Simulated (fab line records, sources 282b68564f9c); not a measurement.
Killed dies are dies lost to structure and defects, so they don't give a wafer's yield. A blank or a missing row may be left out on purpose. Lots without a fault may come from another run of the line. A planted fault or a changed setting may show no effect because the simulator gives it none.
Split-lot experiment | flow rit_cmos | 5 lots, 23 wafers read, on a route of 202 steps

THE SPLIT
At RIT_NSD_IMPLANT_08, the setting energy_kev was moved away from the recipe's 25 on 7 of the 23 wafers read, by -5.9% to +4.7%. The other wafers ran this setting at the recipe's value.

The reading is taken at the split's own step.

THE READING
implant.drp_nm (the simulator's own value, which no gauge read), in nm, at RIT_NSD_IMPLANT_08. The file gives no usual value for it.

wafer  | tool, chamber at the split | energy_kev as run | against the recipe | implant.drp_nm, nm | against lot-mates on the recipe
L075.1 | implanter-02, 0            | 25                | recipe             | 14.84              | -
L075.3 | implanter-02, 0            | 25                | recipe             | 14.84              | -
L075.6 | implanter-02, 0            | 25                | recipe             | 14.84              | -
L075.4 | implanter-02, 0            | 23.53             | -5.9%              | 14.3               | -0.54
L075.5 | implanter-02, 0            | 23.53             | -5.9%              | 14.3               | -0.54
L079.1 | implanter-01, 0            | 25                | recipe             | 14.84              | -
L079.4 | implanter-01, 0            | 25                | recipe             | 14.84              | -
L079.5 | implanter-01, 0            | 25                | recipe             | 14.84              | -
L079.2 | implanter-01, 0            | 25.42             | +1.7%              | 14.99              | +0.15
L079.3 | implanter-01, 0            | 25.42             | +1.7%              | 14.99              | +0.15
L080.2 | implanter-01, 0            | 25                | recipe             | 14.84              | -
L080.3 | implanter-01, 0            | 25                | recipe             | 14.84              | -
L080.4 | implanter-01, 0            | 25                | recipe             | 14.84              | -
L080.5 | implanter-01, 0            | 25                | recipe             | 14.84              | -
L080.6 | implanter-01, 0            | 25                | recipe             | 14.84              | -
L083.1 | implanter-01, 0            | 25                | recipe             | 14.84              | -
L083.2 | implanter-01, 0            | 25                | recipe             | 14.84              | -
L083.6 | implanter-01, 0            | 25                | recipe             | 14.84              | -
L085.1 | implanter-02, 0            | 25                | recipe             | 14.84              | -
L085.6 | implanter-02, 0            | 25                | recipe             | 14.84              | -
L085.2 | implanter-02, 0            | 26.18             | +4.7%              | 15.26              | +0.42
L085.3 | implanter-02, 0            | 26.18             | +4.7%              | 15.26              | +0.42
L085.5 | implanter-02, 0            | 26.18             | +4.7%              | 15.26              | +0.42

THE FIT
A straight line over all 23 wafers: implant.drp_nm changes by +0.0905 nm for each +1% of energy_kev; r = +1.00; the points scatter about the line by 0.0032 nm.
The same after taking each lot's own level away (the mean of its wafers on the recipe; 23 wafers): +0.0905 nm for each +1%; r = +1.00; scatter 0.0032 nm.
On that fit, the largest move of energy_kev shifts the reading by 0.53 nm.
The lots' own levels span 14.840 to 14.840 nm.
So the lot-to-lot level changes the slope little: the two slopes agree.
Check: with one of the wafers moved furthest among these (-5.9%) left out of the fit, the line predicts -0.531 nm for it against its lot-mates. It came out at -0.54 nm against them.

OTHER SPLITS ON THESE WAFERS
These wafers also went through other splits before the reading. Each is held against what the fit with the lots' levels taken away leaves over:
other split on the same wafers | wafers away from the commonest value | r with implant.drp_nm (lot level and that fit taken away)
RIT_NLDD_IMPLANT_08 dose_cm2   | 5                                    | +0.05

THE WHOLE CHAIN: every reading that the file lists as answering this split, in the file's order
step               | what it does | reading                                                         | change (the file's fit)                | r (the file's)
RIT_NSD_IMPLANT_08 |              | implant.rp_nm (the simulator's own value, which no gauge read)  | +0.217 nm for each +1% of the setting  | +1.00
RIT_NSD_IMPLANT_08 |              | implant.drp_nm (the simulator's own value, which no gauge read) | +0.0898 nm for each +1% of the setting | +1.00

THE FILE'S OWN FIT
implant.drp_nm changes by +0.0898 nm for each +1% of energy_kev, r = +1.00.
